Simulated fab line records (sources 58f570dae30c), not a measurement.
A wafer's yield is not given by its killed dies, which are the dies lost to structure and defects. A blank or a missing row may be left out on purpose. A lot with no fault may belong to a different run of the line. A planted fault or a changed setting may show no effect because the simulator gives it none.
fab line records	flow berkeleyCmos170	part 1 of 2: steps 1 to 26 of 36
record: lots: 5	wafers: 15	lastDay: 12
route steps=331 shown PSD@176 NSD@187 BACKSIDE@199 SDANNEAL@204 PLDD@208 NLDD@209 SILICIDE@210
lots that met no fault: from a run of the same line without faults
startH: the number of hours between the record's first day and the start of the first shown wafer of the lot	waitH: time in hours since the lot's previous step	" unchanged from the row above	L1.1+2: several wafers, shown together as one row	- no value, or no start was given	* or withheld: withheld	< > ~ a bound
route shown NAME@n: a module of which the file shows steps, and the number in the route of the first	usual: mean/standard deviation taken from wafers without a fault	same: alike in all rows	chamber/n: place in a boat	sites: per-site readings	_std_site: their standard deviation	_edge_site: mean of outer sites minus mean of inner sites	radiusMm: how far each site lies from the wafer's centre	mask NAME#n: copy n	behind: the most recent tool/chamber to have shaped the wafer	hold: cause of the lot's hold/its duration in hours/its outcome	device: transistor that didn't switch, given as n, p or np	end of line: at the end of the route, the tests of the same wafers	where a step has no rows: the recipe by itself	killed: dies that structure and defects cost at the first sort, which is not the same as the wafer's yield	map: a wafer's dies, x killed, . not, _ none there
set.NAME: the setting the step ran with; set.NAME@STEP: the setting that earlier step ran with	model.NAME: the simulator's own value behind a step, which no gauge read
certain route steps with their lots: each step a table, each wafer a row
services: a tool's chamber out of use, with start hour (startH, from the record's first day; less than 0 if before it), hours out, and reason
== steps ==
step: UCB170_PSD_COAT_01
recipe: resist: KrF	spinRpm: 1500	resistThkNm: 900
usual: chillPlateTempC: 22.99/0.1
lot.wafer	tool	chamber	startH	waitH	chillPlateTempC
L077.1	lithoTrack-03	0	163.33	0.1	22.93
L077.3	"	0	"	"	22.93
L077.4	"	0	"	"	22.82
L083.1	lithoTrack-04	0	187.40	0.1	22.93
L083.2	"	0	"	"	23.06
L083.6	"	0	"	"	23.03
L085.3	lithoTrack-01	0	195.64	0.1	23.00
L085.4	"	0	"	"	22.83
L085.5	"	0	"	"	23.01
L091.1	lithoTrack-03	0	226.43	0.1	23.05
L091.3	"	0	"	"	22.98
L091.5	"	0	"	"	23.06
L093.1	lithoTrack-03	0	249.39	0.1	22.78
L093.3	"	0	"	"	22.84
L093.6	"	0	"	"	22.85
step: UCB170_PSD_SOFTBAKE_02
recipe: resist: KrF	tempC: 130	timeS: 60
usual: chillPlateTempC: 23.01/0.11
lot.wafer	tool	chamber	startH	waitH	chillPlateTempC
L077.1	lithoTrack-03	0	163.48	0.1	23.00
L077.3	"	0	"	"	23.09
L077.4	"	0	"	"	22.98
L083.1	lithoTrack-04	0	187.55	0.1	22.86
L083.2	"	0	"	"	23.04
L083.6	"	0	"	"	22.96
L085.3	lithoTrack-01	0	195.79	0.1	23.07
L085.4	"	0	"	"	23.04
L085.5	"	0	"	"	22.98
L091.1	lithoTrack-03	0	226.58	0.1	22.70
L091.3	"	0	"	"	22.95
L091.5	"	0	"	"	22.95
L093.1	lithoTrack-03	0	249.54	0.1	23.09
L093.3	"	0	"	"	23.00
L093.6	"	0	"	"	23.05
step: UCB170_PSD_EXPOSE_03
recipe: maskId: PSELECT_MOD	na: 0.5	sigmaOuter: 0.6	sourceShape: conventional	targetCdNm: 1200	doseMj: 30
lot.wafer	tool	chamber	startH	waitH	mask
L077.1+3+4	krfScanner-01	0	163.63	0.1	PSELECT_MOD#0
L083.1+2+6	krfScanner-01	0	188.09	0.5	PSELECT_MOD#0
L085.3+4+5	krfScanner-01	0	195.95	0.1	PSELECT_MOD#0
L091.1+3+5	krfScanner-02	0	226.85	0.2	PSELECT_MOD#0
L093.1+3+6	krfScanner-01	0	249.93	0.4	PSELECT_MOD#0
step: UCB170_PSD_PEB_04
recipe: pebTempC: 130	pebTimeS: withheld	resist: KrF
usual: chillPlateTempC: 22.99/0.1
lot.wafer	tool	chamber	startH	waitH	chillPlateTempC
L077.1	lithoTrack-03	0	163.91	0.3	22.97
L077.3	"	0	"	"	22.88
L077.4	"	0	"	"	23.02
L083.1	lithoTrack-03	0	188.35	0.2	22.91
L083.2	"	0	"	"	22.80
L083.6	"	0	"	"	22.99
L085.3	lithoTrack-04	0	196.31	0.3	23.00
L085.4	"	0	"	"	22.91
L085.5	"	0	"	"	22.98
L091.1	lithoTrack-01	0	227.16	0.3	22.88
L091.3	"	0	"	"	22.80
L091.5	"	0	"	"	22.98
L093.1	lithoTrack-04	0	250.05	0.1	23.08
L093.3	"	0	"	"	22.91
L093.6	"	0	"	"	23.12
step: UCB170_PSD_DEVELOP_05
recipe: developer: TMAH	developTimeS: 45	resist: KrF	devTempC: 21
usual: chillPlateTempC: 23.00/0.11
lot.wafer	tool	chamber	startH	waitH	chillPlateTempC
L077.1	lithoTrack-03	0	-	-	23.04
L077.3	"	0	"	"	23.11
L077.4	"	0	"	"	23.09
L083.1	lithoTrack-03	0	-	-	22.87
L083.2	"	0	"	"	22.84
L083.6	"	0	"	"	22.97
L085.3	lithoTrack-04	0	-	-	22.92
L085.4	"	0	"	"	23.05
L085.5	"	0	"	"	23.16
L091.1	lithoTrack-01	0	-	-	23.15
L091.3	"	0	"	"	23.26
L091.5	"	0	"	"	23.18
L093.1	lithoTrack-04	0	-	-	22.91
L093.3	"	0	"	"	22.89
L093.6	"	0	"	"	22.93
step: UCB170_PSD_CD_MEAS_06
recipe: targetCdNm: 1200
usual: cdNm: 1200.0/1.7
lot.wafer	tool	chamber	startH	waitH	cdNm
L077.1	cdSem-01	-	164.23	-	1197.7
L077.3	"	-	"	"	1196.1
L077.4	"	-	"	"	1195.9
L083.1	cdSem-02	-	188.63	-	1200.0
L083.2	"	-	"	"	1198.4
L083.6	"	-	"	"	1199.2
L085.3	cdSem-01	-	196.60	-	1203.0
L085.4	"	-	"	"	1202.0
L085.5	"	-	"	"	1201.9
L091.1	cdSem-02	-	227.44	-	1199.0
L091.3	"	-	"	"	1198.7
L091.5	"	-	"	"	1200.2
L093.1	cdSem-02	-	250.32	-	1202.4
L093.3	"	-	"	"	1201.7
L093.6	"	-	"	"	1202.9
step: UCB170_PSD_OVL_MEAS_07
usual: PSD_OVL: 1/5.1
lot.wafer	tool	chamber	startH	waitH	PSD_OVL[nm]
L077.1	overlay-01	-	164.35	0.1	12
L077.3	"	-	"	"	15
L077.4	"	-	"	"	9
L083.1	overlay-01	-	188.75	0.1	0
L083.2	"	-	"	"	-5
L083.6	"	-	"	"	-4
L085.3	overlay-01	-	196.69	0.1	5
L085.4	"	-	"	"	-1
L085.5	"	-	"	"	2
L091.1	overlay-01	-	227.56	0.1	1
L091.3	"	-	"	"	3
L091.5	"	-	"	"	4
L093.1	overlay-02	-	250.44	0.1	2
L093.3	"	-	"	"	0
L093.6	"	-	"	"	-5
step: UCB170_PSD_IMPLANT_08
recipe: species: B	doseCm2: 3e+15	energyKev: 20	tiltDeg: 7
lot.wafer	tool	chamber	startH	waitH
L077.1+3+4	implanter-03	0	164.38	0.0
L083.1+2+6	implanter-02	0	188.83	0.1
L085.3+4+5	implanter-02	0	196.76	0.1
L091.1+3+5	implanter-03	0	227.60	0.0
L093.1+3+6	implanter-02	0	250.48	0.0
step: UCB170_PSD_STRIP_09
recipe: chemistry: O2	powerW: 400	pressureMtorr: 3500	platenTempC: withheld	o2FlowSccm: 400	overashFraction: 0.5
usual: drypumpMotorCurrentA: 6.0/0.32	oesProductAu: 0.600/0.0046	stripTimeToEndpointS: 29.41/0.078
lot.wafer	tool	chamber	startH	waitH	drypumpMotorCurrentA	oesProductAu	rfHoursCounterH	stripTimeToEndpointS
L077.1	plasmaAsher-03	0	164.53	0.1	6.1	0.601	37	29.39
L077.3	"	0	"	"	6.1	0.602	-	29.39
L077.4	"	1	"	"	6.1	0.598	-	29.44
L083.1	plasmaAsher-04	0	188.98	0.1	6.5	0.599	49	29.45
L083.2	"	1	"	"	5.6	0.591	49	29.51
L083.6	"	0	"	"	6.6	0.610	-	29.44
L085.3	plasmaAsher-04	1	196.90	0.1	5.6	0.603	-	29.32
L085.4	"	0	"	"	6.6	0.604	-	29.37
L085.5	"	0	"	"	6.6	0.605	-	29.41
L091.1	plasmaAsher-03	0	227.75	0.1	6.1	0.599	44	29.35
L091.3	"	0	"	"	6.1	0.599	-	29.38
L091.5	"	0	"	"	6.1	0.597	-	29.35
L093.1	plasmaAsher-03	1	250.63	0.1	6.1	0.603	47	29.38
L093.3	"	0	"	"	6.1	0.601	-	29.44
L093.6	"	1	"	"	6.1	0.601	-	29.42
step: UCB170_PSD_TW_MEAS_10
usual: PSD_TW: 2337/13
lot.wafer	tool	chamber	startH	waitH	PSD_TW
L077.1	filmMetro-03	-	164.63	0.1	2338
L077.3	"	-	"	"	2345
L077.4	"	-	"	"	2340
L083.1	filmMetro-04	-	189.08	0.1	2312
L083.2	"	-	"	"	2315
L083.6	"	-	"	"	2321
L085.3	filmMetro-01	-	196.98	0.1	2343
L085.4	"	-	"	"	2363
L085.5	"	-	"	"	2357
L091.1	filmMetro-04	-	227.85	0.1	2328
L091.3	"	-	"	"	2313
L091.5	"	-	"	"	2322
L093.1	filmMetro-03	-	250.73	0.1	2349
L093.3	"	-	"	"	2360
L093.6	"	-	"	"	2352
step: UCB170_PSD_CLEAN_11
recipe: chemistry: SPM	tempC: 120	timeS: 600
usual: bathGuardTempC: 120.0/0.61	tempC: 119.99/0.13
lot.wafer	tool	chamber	startH	waitH	bathGuardTempC	tempC
L077.1	wetBench-04	1	165.65	1.0	119.6	119.97
L077.3	"	1	"	"	119.5	120.16
L077.4	"	1	"	"	119.6	120.01
L083.1	wetBench-03	3	191.81	2.7	119.6	120.05
L083.2	"	3	"	"	119.3	120.02
L083.6	"	3	"	"	118.8	119.95
L085.3	wetBench-01	3	197.07	0.1	119.2	120.06
L085.4	"	3	"	"	119.7	119.92
L085.5	"	3	"	"	119.1	119.91
L091.1	wetBench-04	3	228.47	0.6	120.7	120.22
L091.3	"	3	"	"	120.5	120.11
L091.5	"	3	"	"	120.4	120.06
L093.1	wetBench-04	2	250.93	0.2	119.5	120.07
L093.3	"	2	"	"	119.1	119.80
L093.6	"	2	"	"	119.1	119.92
step: UCB170_NSD_HMDS_00
recipe: primeTimeS: 60	primeTempC: 100
usual: chillPlateTempC: 22.96/0.11
lot.wafer	tool	chamber	startH	waitH	chillPlateTempC
L077.1	lithoTrack-02	0	165.82	0.0	23.11
L077.3	"	0	"	"	23.15
L077.4	"	0	"	"	22.99
L083.1	lithoTrack-04	0	191.98	0.0	22.72
L083.2	"	0	"	"	22.94
L083.6	"	0	"	"	22.76
L085.3	lithoTrack-04	0	198.10	0.8	22.93
L085.4	"	0	"	"	22.97
L085.5	"	0	"	"	22.92
L091.1	lithoTrack-04	0	229.24	0.4	22.74
L091.3	"	0	"	"	22.99
L091.5	"	0	"	"	22.90
L093.1	lithoTrack-02	0	251.41	0.3	23.19
L093.3	"	0	"	"	23.13
L093.6	"	0	"	"	23.03
step: UCB170_NSD_COAT_01
recipe: resist: KrF	spinRpm: 1500	resistThkNm: 900
usual: chillPlateTempC: 23.01/0.12
lot.wafer	tool	chamber	startH	waitH	chillPlateTempC
L077.1	lithoTrack-02	0	165.97	0.1	22.88
L077.3	"	0	"	"	22.98
L077.4	"	0	"	"	22.98
L083.1	lithoTrack-04	0	192.13	0.1	23.18
L083.2	"	0	"	"	23.11
L083.6	"	0	"	"	23.23
L085.3	lithoTrack-04	0	198.25	0.1	22.87
L085.4	"	0	"	"	22.99
L085.5	"	0	"	"	22.85
L091.1	lithoTrack-04	0	229.39	0.1	23.03
L091.3	"	0	"	"	22.94
L091.5	"	0	"	"	23.07
L093.1	lithoTrack-02	0	251.56	0.1	22.90
L093.3	"	0	"	"	23.02
L093.6	"	0	"	"	22.89
step: UCB170_NSD_SOFTBAKE_02
recipe: resist: KrF	tempC: 130	timeS: 60
usual: chillPlateTempC: 22.95/0.09
lot.wafer	tool	chamber	startH	waitH	chillPlateTempC
L077.1	lithoTrack-02	0	166.12	0.1	22.85
L077.3	"	0	"	"	22.93
L077.4	"	0	"	"	22.95
L083.1	lithoTrack-04	0	192.28	0.1	22.98
L083.2	"	0	"	"	23.00
L083.6	"	0	"	"	23.06
L085.3	lithoTrack-04	0	198.40	0.1	22.78
L085.4	"	0	"	"	22.94
L085.5	"	0	"	"	22.97
L091.1	lithoTrack-04	0	229.54	0.1	22.84
L091.3	"	0	"	"	22.85
L091.5	"	0	"	"	22.93
L093.1	lithoTrack-02	0	251.71	0.1	22.95
L093.3	"	0	"	"	23.02
L093.6	"	0	"	"	22.91
step: UCB170_NSD_EXPOSE_03
recipe: maskId: NSELECT_MOD	na: 0.5	sigmaOuter: 0.6	sourceShape: conventional	targetCdNm: 1200	doseMj: 30
lot.wafer	tool	chamber	startH	waitH	mask
L077.1+3+4	krfScanner-01	0	166.27	0.1	NSELECT_MOD#0
L083.1+2+6	krfScanner-02	0	192.67	0.4	NSELECT_MOD#0
L085.3+4+5	krfScanner-01	0	198.54	0.1	NSELECT_MOD#0
L091.1+3+5	krfScanner-02	0	229.72	0.2	NSELECT_MOD#0
L093.1+3+6	krfScanner-01	0	252.06	0.3	NSELECT_MOD#0
step: UCB170_NSD_PEB_04
recipe: pebTempC: 130	pebTimeS: withheld	resist: KrF
usual: chillPlateTempC: 22.98/0.089
lot.wafer	tool	chamber	startH	waitH	chillPlateTempC
L077.1	lithoTrack-02	0	166.39	0.1	23.05
L077.3	"	0	"	"	23.15
L077.4	"	0	"	"	23.12
L083.1	lithoTrack-04	0	192.79	0.1	22.83
L083.2	"	0	"	"	22.90
L083.6	"	0	"	"	22.90
L085.3	lithoTrack-02	0	198.92	0.4	23.04
L085.4	"	0	"	"	22.93
L085.5	"	0	"	"	23.01
L091.1	lithoTrack-04	0	230.41	0.7	22.97
L091.3	"	0	"	"	22.94
L091.5	"	0	"	"	23.03
L093.1	lithoTrack-04	0	252.27	0.2	23.04
L093.3	"	0	"	"	22.89
L093.6	"	0	"	"	22.93
step: UCB170_NSD_DEVELOP_05
recipe: developer: TMAH	developTimeS: 45	resist: KrF	devTempC: 21
usual: chillPlateTempC: 22.98/0.095
lot.wafer	tool	chamber	startH	waitH	chillPlateTempC
L077.1	lithoTrack-02	0	-	-	22.87
L077.3	"	0	"	"	22.97
L077.4	"	0	"	"	22.94
L083.1	lithoTrack-04	0	-	-	22.93
L083.2	"	0	"	"	23.13
L083.6	"	0	"	"	22.98
L085.3	lithoTrack-02	0	-	-	22.85
L085.4	"	0	"	"	22.84
L085.5	"	0	"	"	22.98
L091.1	lithoTrack-04	0	-	-	22.98
L091.3	"	0	"	"	23.00
L091.5	"	0	"	"	23.17
L093.1	lithoTrack-04	0	-	-	22.91
L093.3	"	0	"	"	22.96
L093.6	"	0	"	"	22.85
step: UCB170_NSD_CD_MEAS_06
recipe: targetCdNm: 1200
usual: cdNm: 1200.2/1.4
lot.wafer	tool	chamber	startH	waitH	cdNm
L077.1	cdSem-01	-	166.67	-	1197.7
L077.3	"	-	"	"	1198.3
L077.4	"	-	"	"	1198.9
L083.1	cdSem-01	-	193.06	-	1200.0
L083.2	"	-	"	"	1199.6
L083.6	"	-	"	"	1199.0
L085.3	cdSem-01	-	199.33	-	1198.9
L085.4	"	-	"	"	1199.7
L085.5	"	-	"	"	1198.3
L091.1	cdSem-02	-	230.69	-	1199.3
L091.3	"	-	"	"	1200.7
L091.5	"	-	"	"	1199.6
L093.1	cdSem-02	-	252.55	-	1200.7
L093.3	"	-	"	"	1200.8
L093.6	"	-	"	"	1199.4
step: UCB170_NSD_OVL_MEAS_07
usual: NSD_OVL: 0/6.7
lot.wafer	tool	chamber	startH	waitH	NSD_OVL[nm]
L077.1	overlay-02	-	166.79	0.1	1
L077.3	"	-	"	"	-7
L077.4	"	-	"	"	9
L083.1	overlay-01	-	193.18	0.1	-6
L083.2	"	-	"	"	-17
L083.6	"	-	"	"	-6
L085.3	overlay-02	-	199.42	0.1	-2
L085.4	"	-	"	"	14
L085.5	"	-	"	"	-3
L091.1	overlay-02	-	230.81	0.1	-4
L091.3	"	-	"	"	-1
L091.5	"	-	"	"	-9
L093.1	overlay-01	-	252.67	0.1	8
L093.3	"	-	"	"	10
L093.6	"	-	"	"	2
step: UCB170_NSD_IMPLANT_08
recipe: species: P	doseCm2: 2.957e+15	energyKev: 40	tiltDeg: 7
lot.wafer	tool	chamber	startH	waitH
L077.1+3+4	implanter-04	0	166.82	0.0
L083.1+2+6	implanter-01	0	193.22	0.0
L085.3+4+5	implanter-02	0	199.49	0.1
L091.1+3+5	implanter-04	0	230.84	0.0
L093.1+3+6	implanter-01	0	252.70	0.0
step: UCB170_NSD_STRIP_09
recipe: chemistry: O2	powerW: 392.1	pressureMtorr: 3500	platenTempC: withheld	o2FlowSccm: 400	overashFraction: 0.5
usual: drypumpMotorCurrentA: 5.9/0.43	oesProductAu: 0.531/0.0049	stripTimeToEndpointS: 36.22/0.078
lot.wafer	tool	chamber	startH	waitH	drypumpMotorCurrentA	oesProductAu	rfHoursCounterH	stripTimeToEndpointS
L077.1	plasmaAsher-01	1	166.97	0.1	5.7	0.525	47	36.32
L077.3	"	0	"	"	5.4	0.530	-	36.28
L077.4	"	1	"	"	5.6	0.528	-	36.30
L083.1	plasmaAsher-02	1	193.37	0.1	5.6	0.525	8	36.23
L083.2	"	0	"	"	5.9	0.537	8	36.24
L083.6	"	0	"	"	5.9	0.526	-	36.22
L085.3	plasmaAsher-04	0	199.63	0.1	6.6	0.540	-	36.22
L085.4	"	1	"	"	5.6	0.527	-	36.24
L085.5	"	1	"	"	5.6	0.534	-	36.28
L091.1	plasmaAsher-04	0	230.99	0.1	6.6	0.532	54	36.32
L091.3	"	1	"	"	5.6	0.524	-	36.26
L091.5	"	0	"	"	6.6	0.536	-	36.23
L093.1	plasmaAsher-04	0	252.85	0.1	6.6	0.518	56	36.26
L093.3	"	0	"	"	6.6	0.529	-	36.23
L093.6	"	0	"	"	6.5	0.527	-	36.28
step: UCB170_NSD_TW_MEAS_10
usual: NSD_TW: 4194/23
lot.wafer	tool	chamber	startH	waitH	NSD_TW
L077.1	filmMetro-01	-	167.07	0.1	4194
L077.3	"	-	"	"	4200
L077.4	"	-	"	"	4211
L083.1	filmMetro-03	-	193.47	0.1	4186
L083.2	"	-	"	"	4180
L083.6	"	-	"	"	4206
L085.3	filmMetro-03	-	199.71	0.1	4229
L085.4	"	-	"	"	4213
L085.5	"	-	"	"	4227
L091.1	filmMetro-01	-	231.09	0.1	4214
L091.3	"	-	"	"	4195
L091.5	"	-	"	"	4204
L093.1	filmMetro-03	-	252.95	0.1	4229
L093.3	"	-	"	"	4229
L093.6	"	-	"	"	4220
step: UCB170_NSD_CLEAN_11
recipe: chemistry: SPM	tempC: 120	timeS: 600
usual: bathGuardTempC: 120.0/0.53	tempC: 120.00/0.14
lot.wafer	tool	chamber	startH	waitH	bathGuardTempC	tempC
L077.1	wetBench-02	0	167.13	0.1	119.7	119.83
L077.3	"	0	"	"	119.9	120.15
L077.4	"	0	"	"	119.6	120.22
L083.1	wetBench-02	1	193.53	0.1	119.5	120.14
L083.2	"	1	"	"	119.4	120.13
L083.6	"	1	"	"	119.5	120.04
L085.3	wetBench-02	2	199.81	0.1	120.8	119.87
L085.4	"	2	"	"	120.6	119.95
L085.5	"	2	"	"	120.6	120.00
L091.1	wetBench-02	1	231.15	0.1	119.6	120.06
L091.3	"	1	"	"	119.5	120.12
L091.5	"	1	"	"	119.1	119.86
L093.1	wetBench-04	0	253.01	0.1	119.7	119.92
L093.3	"	0	"	"	119.6	120.03
L093.6	"	0	"	"	119.5	120.14
step: UCB170_BACKSIDE_HMDS_00
recipe: primeTimeS: 60	primeTempC: 100
usual: chillPlateTempC: 23.01/0.1
lot.wafer	tool	chamber	startH	waitH	chillPlateTempC
L077.1	lithoTrack-01	0	167.31	0.0	23.00
L077.3	"	0	"	"	22.95
L077.4	"	0	"	"	23.07
L083.1	lithoTrack-01	0	193.71	0.0	22.98
L083.2	"	0	"	"	23.11
L083.6	"	0	"	"	22.97
L085.3	lithoTrack-04	0	200.31	0.3	23.03
L085.4	"	0	"	"	23.12
L085.5	"	0	"	"	23.00
L091.1	lithoTrack-02	0	231.51	0.2	23.00
L091.3	"	0	"	"	22.92
L091.5	"	0	"	"	23.04
L093.1	lithoTrack-04	0	253.19	0.0	22.92
L093.3	"	0	"	"	23.12
L093.6	"	0	"	"	23.05
step: UCB170_BACKSIDE_COAT_01
recipe: resist: KrF	spinRpm: 1500	resistThkNm: 900
usual: chillPlateTempC: 23.01/0.11
lot.wafer	tool	chamber	startH	waitH	chillPlateTempC
L077.1	lithoTrack-01	0	167.46	0.1	22.97
L077.3	"	0	"	"	22.81
L077.4	"	0	"	"	23.05
L083.1	lithoTrack-01	0	193.86	0.1	23.09
L083.2	"	0	"	"	23.03
L083.6	"	0	"	"	23.14
L085.3	lithoTrack-04	0	200.46	0.1	22.90
L085.4	"	0	"	"	22.95
L085.5	"	0	"	"	22.93
L091.1	lithoTrack-02	0	231.66	0.1	22.93
L091.3	"	0	"	"	23.16
L091.5	"	0	"	"	23.05
L093.1	lithoTrack-04	0	253.34	0.1	22.84
L093.3	"	0	"	"	22.82
L093.6	"	0	"	"	22.86
step: UCB170_BACKSIDE_SOFTBAKE_02
recipe: resist: KrF	tempC: 130	timeS: 60
usual: chillPlateTempC: 23.01/0.11
lot.wafer	tool	chamber	startH	waitH	chillPlateTempC
L077.1	lithoTrack-01	0	167.61	0.1	22.87
L077.3	"	0	"	"	23.04
L077.4	"	0	"	"	23.05
L083.1	lithoTrack-01	0	194.01	0.1	23.10
L083.2	"	0	"	"	23.04
L083.6	"	0	"	"	22.96
L085.3	lithoTrack-04	0	200.61	0.1	23.12
L085.4	"	0	"	"	22.93
L085.5	"	0	"	"	22.84
L091.1	lithoTrack-02	0	231.81	0.1	23.00
L091.3	"	0	"	"	23.00
L091.5	"	0	"	"	23.21
L093.1	lithoTrack-04	0	253.49	0.1	22.85
L093.3	"	0	"	"	22.78
L093.6	"	0	"	"	22.87
